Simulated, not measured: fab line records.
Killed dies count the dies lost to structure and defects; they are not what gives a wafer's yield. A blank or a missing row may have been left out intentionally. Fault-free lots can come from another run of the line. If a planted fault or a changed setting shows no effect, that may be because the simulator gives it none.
fab line records    flow rit-cmos
record lots=6  wafers=18  last-day=7
route steps=202 shown ACTIVE@3
lots untouched by any fault: they come from a run of this same line in which no faults occurred
start-h: the number of hours between the record's first day and the start of the first shown wafer of the lot    wait-h: hours since the lot's step before    " same as the row above    L1.1+2: a single row standing in for several wafers    - no value present, or no start provided    * or withheld: withheld    < > ~ a bound
route shown NAME@n: NAME is a module with steps in the file, n the number in the route of the first one    usual: mean/standard deviation of fault-free wafers    same: alike in all rows    chamber/n: place in a boat    sites: readings site by site    _std_site: the standard deviation of these    _edge_site: outer sites' mean less inner sites'    radius-mm: how far each site lies from the wafer's centre    mask NAME#n: copy n    behind: tool/chamber where the wafer was last shaped    hold: why the lot went on hold/how many hours it stayed there/how the hold came to an end    device: names the non-switching transistor (n, p or np)    end of line: at the end of the route, the tests of the same wafers    for a step that has no rows: nothing shown but its recipe    killed: dies that structure and defects cost at the first sort, which is not the same as the wafer's yield    map: a wafer's dies, x killed, . not, _ none there
set.NAME: the setting as run; set.NAME@STEP: as run at that earlier step    model.NAME: the simulator's own value behind a step, which no gauge read
certain route steps with their lots: each step a table, each wafer a row
services: from which hour (start-h, from the record's first day; less than 0 if before it) a tool's chamber was out of use, for how many hours, and why
## steps
# step RIT_ACTIVE_THK_MEAS_02
# recipe reads=SiO2_of_ACTIVE_OXIDATION_01
# usual ACTIVE_OXIDE_THK=47.0/0.77
lot.wafer  tool           chamber  start-h  wait-h  ACTIVE_OXIDE_THK[nm]
L401.1     film-metro-01  -        62.13    0.0     47.1
L401.4     "              -        "        "       48.2
L401.6     "              -        "        "       47.7
L404.1     film-metro-04  -        77.05    0.0     47.2
L404.4     "              -        "        "       46.1
L404.6     "              -        "        "       46.8
L405.3     film-metro-04  -        82.07    0.0     45.7
L405.4     "              -        "        "       45.5
L405.5     "              -        "        "       46.3
L408.2     film-metro-01  -        97.06    0.0     47.5
L408.5     "              -        "        "       47.3
L408.6     "              -        "        "       47.4
L412.1     film-metro-02  -        117.05   0.0     46.6
L412.3     "              -        "        "       46.6
L412.6     "              -        "        "       47.4
L414.2     film-metro-04  -        127.06   0.0     46.7
L414.3     "              -        "        "       47.5
L414.5     "              -        "        "       46.6
# step RIT_ACTIVE_CVD_03
# recipe material=Si3N4  target-thk-nm=150  temp-c=810  precursor=SiH2Cl2/NH3  time-s=1500  pressure-mtorr=300  sih2cl2-flow-sccm=60  nh3-flow-sccm=150
# step RIT_ACTIVE_THK_MEAS_04
# recipe reads=Si3N4_of_ACTIVE_CVD_03
# usual ACTIVE_NITRIDE_THK=149.9/1.5
lot.wafer  tool           chamber  start-h  wait-h  ACTIVE_NITRIDE_THK[nm]
L401.1     film-metro-02  -        63.61    0.0     149.4
L401.4     "              -        "        "       149.1
L401.6     "              -        "        "       149.1
L404.1     film-metro-04  -        78.53    0.0     149.6
L404.4     "              -        "        "       151.1
L404.6     "              -        "        "       150.7
L405.3     film-metro-01  -        83.55    0.0     150.5
L405.4     "              -        "        "       151.6
L405.5     "              -        "        "       150.5
L408.2     film-metro-01  -        98.54    0.0     150.7
L408.5     "              -        "        "       151.2
L408.6     "              -        "        "       149.2
L412.1     film-metro-02  -        119.22   0.0     150.0
L412.3     "              -        "        "       151.3
L412.6     "              -        "        "       151.4
L414.2     film-metro-04  -        129.46   0.0     147.5
L414.3     "              -        "        "       147.5
L414.5     "              -        "        "       147.8
# step RIT_ACTIVE_HMDS_05
# recipe prime-time-s=60  prime-temp-c=140
# step RIT_ACTIVE_COAT_06
# recipe resist=NOVOLAK  spin-rpm=3250  resist-thk-nm=1000
# step RIT_ACTIVE_SOFTBAKE_07
# recipe resist=NOVOLAK  temp-c=90  time-s=60
# step RIT_ACTIVE_EXPOSE_08
# recipe mask-id=M1  na=0.6  source-shape=conventional  sigma-outer=0.6  target-cd-nm=1400  dose-mj=225
# step RIT_ACTIVE_PEB_09
# recipe resist=NOVOLAK  temp-c=withheld  time-s=withheld
# step RIT_ACTIVE_DEVELOP_10
# recipe resist=NOVOLAK  develop-time-s=50  dev-temp-c=23
# step RIT_ACTIVE_CD_MEAS_11
# recipe target-cd-nm=1400
# usual cd-nm=1400.5/2
lot.wafer  tool       chamber  start-h  wait-h  cd-nm
L401.1     cd-sem-02  -        64.52    -       1398.8
L401.4     "          -        "        "       1400.4
L401.6     "          -        "        "       1399.3
L404.1     cd-sem-02  -        79.71    -       1401.6
L404.4     "          -        "        "       1401.7
L404.6     "          -        "        "       1401.4
L405.3     cd-sem-01  -        84.60    -       1402.7
L405.4     "          -        "        "       1402.4
L405.5     "          -        "        "       1400.8
L408.2     cd-sem-02  -        99.46    -       1401.4
L408.5     "          -        "        "       1401.1
L408.6     "          -        "        "       1404.5
L412.1     cd-sem-01  -        120.25   -       1400.3
L412.3     "          -        "        "       1401.8
L412.6     "          -        "        "       1401.1
L414.2     cd-sem-02  -        130.51   -       1396.9
L414.3     "          -        "        "       1397.8
L414.5     "          -        "        "       1398.0
# step RIT_ACTIVE_HARDBAKE_12
# recipe resist=NOVOLAK  temp-c=140  time-s=60
# step RIT_ACTIVE_ETCH_13
# recipe stop-on=SiO2  chemistry=SF6  target=Si3N4  time-s=210  over-etch-frac=0.4  SF6_flow_sccm=200  pressure-mtorr=260  rf-w=125  target-depth-a=2100
# usual chamber-pressure-mTorr=260.02/0.24  drypump-motor-current-A=5.4/0.36  oes-product-au=0.821/0.0092  rf-fwd-power-W=124.5/0.42  throttle-valve-pct=7.43/0.096
lot.wafer  tool         chamber  start-h  wait-h  chamber-pressure-mTorr  drypump-motor-current-A  oes-product-au  rf-fwd-power-W  rf-hours-counter-h  throttle-valve-pct
L401.1     rie-diel-03  1        64.79    0.1     259.84                  5.1                      0.812           124.4           1                   7.30
L401.4     "            0        "        "       259.67                  5.6                      0.807           125.1           5                   7.58
L401.6     "            1        "        "       260.14                  5.1                      0.802           124.4           -                   7.27
L404.1     rie-diel-03  2        79.98    0.1     260.22                  5.9                      0.821           125.4           81                  7.49
L404.4     "            3        "        "       259.84                  5.2                      0.815           124.3           42                  7.39
L404.6     "            0        "        "       259.62                  5.6                      0.812           124.6           -                   7.59
L405.3     rie-diel-01  0        84.83    0.1     259.52                  5.9                      0.828           124.4           7                   7.40
L405.4     "            3        "        "       259.97                  4.8                      0.829           124.7           142                 7.52
L405.5     "            0        "        "       259.94                  5.9                      0.834           125.0           -                   7.40
L408.2     rie-diel-04  2        99.71    0.1     259.91                  5.4                      0.822           123.9           61                  7.37
L408.5     "            3        "        "       259.75                  5.6                      0.823           124.2           -                   7.31
L408.6     "            0        "        "       260.24                  5.0                      0.834           124.2           -                   7.42
L412.1     rie-diel-04  1        120.52   0.1     259.76                  5.3                      0.829           124.8           144                 7.42
L412.3     "            2        "        "       259.74                  5.4                      0.836           124.8           61                  7.39
L412.6     "            0        "        "       260.03                  5.0                      0.832           124.2           -                   7.41
L414.2     rie-diel-03  3        130.76   0.1     260.37                  5.2                      0.801           124.2           43                  7.38
L414.3     "            0        "        "       260.49                  5.6                      0.797           124.8           7                   7.58
L414.5     "            2        "        "       259.92                  5.9                      0.824           125.0           -                   7.49
# step RIT_ACTIVE_STRIP_14
# recipe chemistry=O2  time-s=180  resist=NOVOLAK  platen-temp-c=withheld  power-w=500  pressure-mtorr=4000  o2-flow-sccm=4000
# usual chamber-pressure-mTorr=4000/3.7  drypump-motor-current-A=6.0/0.57
lot.wafer  tool             chamber  start-h  wait-h  chamber-pressure-mTorr  drypump-motor-current-A  rf-hours-counter-h  model.NOVOLAK_of_ACTIVE_COAT_06.thk-nm
L401.1     plasma-asher-02  1        64.92    0.1     4011                    6.4                      28                  0
L401.4     "                1        "        "       3997                    6.4                      -                   0
L401.6     "                0        "        "       3997                    6.1                      -                   0
L404.1     plasma-asher-01  1        80.11    0.1     -                       -                        -                   648.1
L404.4     "                0        "        "       -                       -                        -                   653.8
L404.6     "                1        "        "       -                       -                        -                   644.7
L405.3     plasma-asher-01  1        85.03    0.1     -                       -                        -                   650.1
L405.4     "                0        "        "       -                       -                        -                   663.3
L405.5     "                1        "        "       -                       -                        -                   645.1
L408.2     plasma-asher-01  0        99.84    0.1     3989                    6.6                      47                  0
L408.5     "                1        "        "       3998                    5.1                      -                   0
L408.6     "                0        "        "       4002                    6.6                      -                   0
L412.1     plasma-asher-02  0        120.65   0.1     4000                    6.1                      35                  0
L412.3     "                0        "        "       3997                    6.1                      -                   0
L412.6     "                0        "        "       3990                    6.1                      -                   0
L414.2     plasma-asher-02  1        130.89   0.1     4002                    6.4                      36                  0
L414.3     "                1        "        "       4001                    6.4                      -                   0
L414.5     "                0        "        "       4001                    6.1                      -                   0
# step RIT_ACTIVE_CD_MEAS_90
# recipe target-cd-nm=1400
# usual cd-nm=1400.5/2.1
lot.wafer  tool       chamber  start-h  wait-h  cd-nm
L401.1     cd-sem-01  -        65.10    0.1     1398.1
L401.4     "          -        "        "       1400.4
L401.6     "          -        "        "       1399.2
L404.1     cd-sem-02  -        80.29    0.1     1401.2
L404.4     "          -        "        "       1401.7
L404.6     "          -        "        "       1401.9
L405.3     cd-sem-01  -        85.18    0.1     1402.9
L405.4     "          -        "        "       1402.2
L405.5     "          -        "        "       1401.1
L408.2     cd-sem-02  -        100.04   0.1     1401.8
L408.5     "          -        "        "       1401.5
L408.6     "          -        "        "       1404.3
L412.1     cd-sem-02  -        120.83   0.1     1400.4
L412.3     "          -        "        "       1401.5
L412.6     "          -        "        "       1401.3
L414.2     cd-sem-02  -        131.08   0.1     1397.4
L414.3     "          -        "        "       1397.2
L414.5     "          -        "        "       1398.4
## services
tool             chamber  start-h  hours  kind
rie-diel-04      -        49.01    1.1    repair
rie-diel-01      -        98.85    2.4    repair
plasma-asher-01  -        112.34   9.9    pm
## key
first-sign step=RIT_ACTIVE_STRIP_14  reading=tool-record  direction=missing
effect none on later readings
model-effect step=RIT_ACTIVE_STRIP_14  value=NOVOLAK_of_ACTIVE_COAT_06.thk-nm  without=0  struck=650.8
met-at RIT_ACTIVE_STRIP_14
struck-wafers L404.1,L404.4,L404.6,L405.3,L405.4,L405.5
later-rows-left-out L404.1,L404.4,L404.6,L405.3,L405.4,L405.5
sort-left-out L404.1,L404.4,L404.6,L405.3,L405.4,L405.5
tester-left-out L404,L405
fault kind=skipped-step-whole  tool=plasma-asher-01  chamber=-  onset-h=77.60  steps=RIT_ACTIVE_STRIP_14  scope=struck-lots-only
# tester-left-out: of these lots the tester's yield and bins aren't shown, on N5 and GAA mostly nor the transistor test; their killed dies are dies lost to structure and defects alone, not to doping, threshold or leakage, so they don't give the yield
# sort-left-out: the simulated sort isn't trusted on such a fault, so these wafers' sort isn't shown, and their yield isn't known
# later-rows-left-out: the simulator's readings of these wafers behind a module that went badly wrong aren't trusted and aren't shown, but for the sort
